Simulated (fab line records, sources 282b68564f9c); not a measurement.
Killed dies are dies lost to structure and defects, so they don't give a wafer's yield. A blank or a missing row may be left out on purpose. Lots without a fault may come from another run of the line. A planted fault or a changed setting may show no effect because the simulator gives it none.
Problem report in the 8D (eight disciplines) form, filled by code | flow rit_cmos | the parts of the form that need people (team, actions taken, sign-off) are left out

1. THE PROBLEM
killed_at_front_end at RIT_M1_PROBE_99 reads a mean of 263.8 on 6 wafers of 2 lots; wafers without a fault read 6.6 with a standard deviation of 2.7. That is +95 standard deviations from the usual mean.
First seen on wafer L885.4, day 8 07:14, on prober-01. The record holds 6 wafers of 2 lots with a number at this step. Rule for "out", or "out of limits": more than 4 standard deviations from the usual mean. The other wafers with a number count as sound.

2. WHAT IT IS AND WHAT IT IS NOT
question                    | is                                              | is not
which readings at this step | killed_at_front_end, killed_dies, killed_on_rim | -
which lots                  | L885, L886                                      | -
which wafers of those lots  | all that have a number                          | -
read on which tools         | prober-01                                       | -
when                        | from day 8 07:14                                | up to then (0 sound wafers)

3. SUSPECTS, AND WHAT RULES EACH OUT
Counting: a tool at a process step up to the reading stays a suspect if it ran every lot that is out and no sound lot after the first of them.
- litho_track-04 at RIT_GATE_DEVELOP_15 (develop time 50 s): kept. It ran every lot that is out, first L885 (day 7 09:00), and no sound lot after that.
- prober-01 at RIT_M1_PROBE_99: kept. It ran every lot that is out, first L885 (day 8 07:14), and no sound lot after that. Its own readings are out on those wafers: killed_at_front_end, killed_dies, killed_on_rim.
Left after counting: litho_track-04 at RIT_GATE_DEVELOP_15, prober-01 at RIT_M1_PROBE_99.

4. THE CAUSE (what the simulator had put in)
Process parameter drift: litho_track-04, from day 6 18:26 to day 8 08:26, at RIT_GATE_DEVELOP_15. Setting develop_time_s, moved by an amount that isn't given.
Counting left 2 suspects, and this tool is among them.

5. THE CHAIN OF EFFECTS, in route order
Each row: a reading whose mean over the struck wafers that have a number lies more than 3 standard deviations from the usual. Only readings for which the record gives a usual standard deviation are gone through. hours: the time from each lot's start at the first step in this table that gives one to its start at this step, as a median over the lots. sigmas: the change in usual standard deviations.
hours | step            | reading             | usual | on struck wafers | change | sigmas
0     | RIT_M1_PROBE_99 | killed_at_front_end | 6.6   | 263.8            | +257.2 | +95
0     | RIT_M1_PROBE_99 | killed_dies         | 6.7   | 264.0            | +257.3 | +95
0     | RIT_M1_PROBE_99 | killed_on_rim       | 1.7   | 70.0             | +68.3  | +49
The process steps in it:
- RIT_M1_PROBE_99

6. WHAT WOULD HAVE CAUGHT IT SOONER
In this record the first reading out of limits was taken at day 8 07:14, 37 hours after the fault began at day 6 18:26.
All the lots that are out (2) had begun RIT_GATE_DEVELOP_15 on litho_track-04 by day 8 07:14. A hold on the tool at that time would have spared none of them.
